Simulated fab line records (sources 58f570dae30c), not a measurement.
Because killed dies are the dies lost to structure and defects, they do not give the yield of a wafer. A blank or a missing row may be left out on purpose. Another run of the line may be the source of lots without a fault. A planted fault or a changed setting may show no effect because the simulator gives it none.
Shared-tool check -- flow berkeley-cmos170 -- Sampled: 13 lots, 39 wafers

## REASON IT WAS OPENED
Flagged at UCB170_NLDD_CD_MEAS_06: reading cd-nm, on 1 of 13 lots. No-fault wafers: 1200.8 nm, standard deviation 1.1.
Rule: a lot is flagged in two cases, either no wafer of it has a number, or all its wafers with numbers fall more than 4 standard deviations from that mean. The other lots count as sound.

lot,measured,on,"cd-nm (nm), wafer by wafer",flag
L887,day 7 21:11,cd-sem-01,1198.3 1199.0 1197.7,
L884,day 7 21:30,cd-sem-01,1199.7 1198.9 1199.1,
L885,day 7 22:23,cd-sem-01,1199.9 1199.6 1200.6,
L886,day 7 22:37,cd-sem-02,1204.0 1204.1 1204.2,
L890,day 8 08:21,cd-sem-02,1200.8 1201.3 1200.4,
L892,day 8 15:08,cd-sem-01,1200.2 1200.6 1200.7,
L891,day 8 16:25,cd-sem-01,1201.6 1201.4 1202.0,
L893,day 9 03:21,cd-sem-01,1201.4 1201.3 1200.8,
L895,day 9 03:44,cd-sem-02,1201.1 1201.2 1199.9,
L899,day 9 18:04,cd-sem-02,961.6 959.9 960.0,FLAGGED
L900,day 11 01:26,cd-sem-02,1200.2 1201.3 1198.8,
L907,day 11 15:57,cd-sem-02,1200.7 1200.5 1200.0,
L906,day 11 16:01,cd-sem-01,1202.3 1201.5 1201.3,
Flagged lots average 960.5 nm: -240.3 nm relative to the usual, that is -99 or more standard deviations.

## WHICH TOOL EACH LOT WENT THROUGH
The record holds 1 process step before the reading, out of a route of 331 steps. Each cell gives the tool, then ch followed by the chambers the sampled wafers passed through, then the start.
lot,flag,UCB170_NLDD_EXPOSE_03
L887,,"krf-scanner-01 ch 0, day 7 20:47"
L884,,"krf-scanner-01 ch 0, day 7 20:56"
L885,,"krf-scanner-01 ch 0, day 7 21:54"
L886,,"krf-scanner-02 ch 0, day 7 22:11"
L890,,"krf-scanner-01 ch 0, day 8 06:31"
L892,,"krf-scanner-02 ch 0, day 8 14:43"
L891,,"krf-scanner-01 ch 0, day 8 15:43"
L893,,"krf-scanner-01 ch 0, day 9 02:11"
L895,,"krf-scanner-01 ch 0, day 9 03:07"
L899,FLAGGED,"krf-scanner-01 ch 0, day 9 17:23"
L900,,"krf-scanner-02 ch 0, day 11 00:53"
L907,,"krf-scanner-02 ch 0, day 11 14:57"
L906,,"krf-scanner-01 ch 0, day 11 15:22"
What is done by these steps:
- UCB170_NLDD_EXPOSE_03: exposes mask NSELECT, target cd 1200 nm.
- UCB170_NLDD_CD_MEAS_06: target cd 1200 nm.

## FLAGGED OVER TOTAL, TOOL BY TOOL (the gauges that took the reading come last)
step,tool,lots run,flagged,share of the flagged lots,sound lots run after its first flagged lot
UCB170_NLDD_EXPOSE_03,krf-scanner-01,9,1,all,1 (L906)
UCB170_NLDD_EXPOSE_03,krf-scanner-02,4,0,none,-
UCB170_NLDD_CD_MEAS_06,cd-sem-01,7,0,none,-
UCB170_NLDD_CD_MEAS_06,cd-sem-02,6,1,all,"2 (L900,L907)"

## WHAT THE TABLE ALLOWS
Rows of the table that ran all the flagged lots, 2 in number: krf-scanner-01 at UCB170_NLDD_EXPOSE_03; cd-sem-02 at UCB170_NLDD_CD_MEAS_06.
- krf-scanner-01 at UCB170_NLDD_EXPOSE_03 ran 9 lots, 1 of them flagged. After the first flagged lot (L906), sound lots still ran on it; a lasting fault on the whole tool would not permit that.
- cd-sem-02 at UCB170_NLDD_CD_MEAS_06 ran 6 lots, 1 of them flagged. After the first flagged lot (L900, L907), sound lots still ran on it; a lasting fault on the whole tool would not permit that.
There is no row in the table that ran each flagged lot and no sound lot after the first.

## WHAT THE SIMULATOR PUT IN
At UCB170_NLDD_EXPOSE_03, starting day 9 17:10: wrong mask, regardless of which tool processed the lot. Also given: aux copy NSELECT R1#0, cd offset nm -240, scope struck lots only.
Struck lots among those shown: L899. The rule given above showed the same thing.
